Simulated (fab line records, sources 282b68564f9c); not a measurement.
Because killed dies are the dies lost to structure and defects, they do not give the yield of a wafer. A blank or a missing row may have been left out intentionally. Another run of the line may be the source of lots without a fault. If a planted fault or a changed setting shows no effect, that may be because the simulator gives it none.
Comparing a struck lot with a sound one + flow rit_cmos + 18 steps out of a route of 202
Sound: the wafers L592.4, L592.5, L592.6. Struck: wafers L602.2, L602.3, L602.5. Last of all comes the cause.
Each step with rows lists, per side, the tool, then ch with its chambers, then its first start. Under that, the readings that differ: sound wafers + struck wafers + difference of the means + sigmas: that difference in standard deviations of wafers without a fault.
alike: same words and numbers on both sides, and readings whose means sit less than 2 such deviations apart. not compared: any withheld reading, any reading some wafer has no value for, any bound like >300 that may hide the same value, and any number with overlapping values for which the record gives no deviation.
The two part at a step that has a row with sigmas, a row that says differs or no value, or rows on one side only. Non-overlapping numbers with no deviation appear without sigmas and do not part them. A reading that every wafer of one side lacks parts them only if that side has two wafers or more.

first, 4 steps without rows for these wafers: RIT_NRETRO_SOFTBAKE_02 (time 60 s); RIT_NRETRO_EXPOSE_03 (exposes mask M4, target cd 43900 nm); RIT_NRETRO_PEB_04; RIT_NRETRO_DEVELOP_05 (develop time 69.49 s).
RIT_NRETRO_OVL_MEAS_06:
  struck on overlay-02, day 6 02:41; sound on overlay-01, day 3 21:35
| reading         | sound         | struck         | difference | sigmas |
|-----------------|---------------|----------------|------------|--------|
| NRETRO_OVL (nm) | 1.6 -0.1 -0.2 | -2.3 -3.3 -2.4 | -3.1       | -2     |
then, 2 steps without rows for these wafers: RIT_NRETRO_HARDBAKE_07 (time 120 s); RIT_NRETRO_IMPLANT_08.
RIT_NRETRO_STRIP_09: strips in O2, time 180 s.
  sound on plasma_asher-02 ch 0,1, day 3 22:04; struck on plasma_asher-03 ch 0, day 6 03:07
  alike: drypump_motor_current_A
  not compared: rf_hours_counter_h
RIT_NRETRO_TW_MEAS_10:
  struck on film_metro-01, day 6 03:18; sound on film_metro-01, day 3 22:13
  alike: NRETRO_TW
then, 3 steps without rows for these wafers: RIT_PRETRO_HMDS_00 (prime time 60 s); RIT_PRETRO_COAT_01 (resist thk 1300 nm); RIT_PRETRO_SOFTBAKE_02 (time 60 s).
RIT_PRETRO_EXPOSE_03: exposes mask M5, target cd 43700 nm.
  sound on iline_stepper-01 ch 0, day 3 22:52; struck on iline_stepper-02 ch 0, day 6 03:57
| reading                        | sound                   | struck               | difference | sigmas |
|--------------------------------|-------------------------|----------------------|------------|--------|
| model.PRETRO.overlay_x_nm (nm) | 0.05967 0.05967 0.05967 | -149.9 -149.9 -149.9 | -150.0     |        |
  alike: mask, exposure_dose_mJ_cm2
then, 2 steps without rows for these wafers: RIT_PRETRO_PEB_04; RIT_PRETRO_DEVELOP_05 (develop time 68 s).
RIT_PRETRO_OVL_MEAS_06:
  struck on overlay-01, day 6 04:22; sound on overlay-02, day 3 23:16
| reading         | sound       | struck               | difference | sigmas      |
|-----------------|-------------|----------------------|------------|-------------|
| PRETRO_OVL (nm) | 2.7 2.9 2.0 | -149.6 -148.2 -150.7 | -152.0     | -99 or more |
then, 1 step without rows for these wafers: RIT_PRETRO_HARDBAKE_07 (time 120 s).
RIT_M1_PROBE_99:
  struck on prober-01, day 7 09:49; sound on prober-02, day 5 00:53
| reading                                    | sound                | struck              | difference | sigmas |
|--------------------------------------------|----------------------|---------------------|------------|--------|
| model.etest.retro_edge_nmos.off_log10_a_um | -9.525 -9.4 -9.569   | -8.72 -8.754 -8.655 | +0.79      |        |
| model.etest.retro_edge_pmos.off_log10_a_um | -9.731 -9.919 -9.924 | -9.04 -9.001 -9.057 | +0.83      |        |
  alike: killed_at_front_end, killed_dies, killed_open, killed_short

== WHERE THEY PART ==
Last at RIT_PRETRO_OVL_MEAS_06 as far as this record goes, first at RIT_NRETRO_OVL_MEAS_06. Later steps at which nothing parts them and some readings are alike: RIT_M1_PROBE_99.

WHY: what the simulator had put in
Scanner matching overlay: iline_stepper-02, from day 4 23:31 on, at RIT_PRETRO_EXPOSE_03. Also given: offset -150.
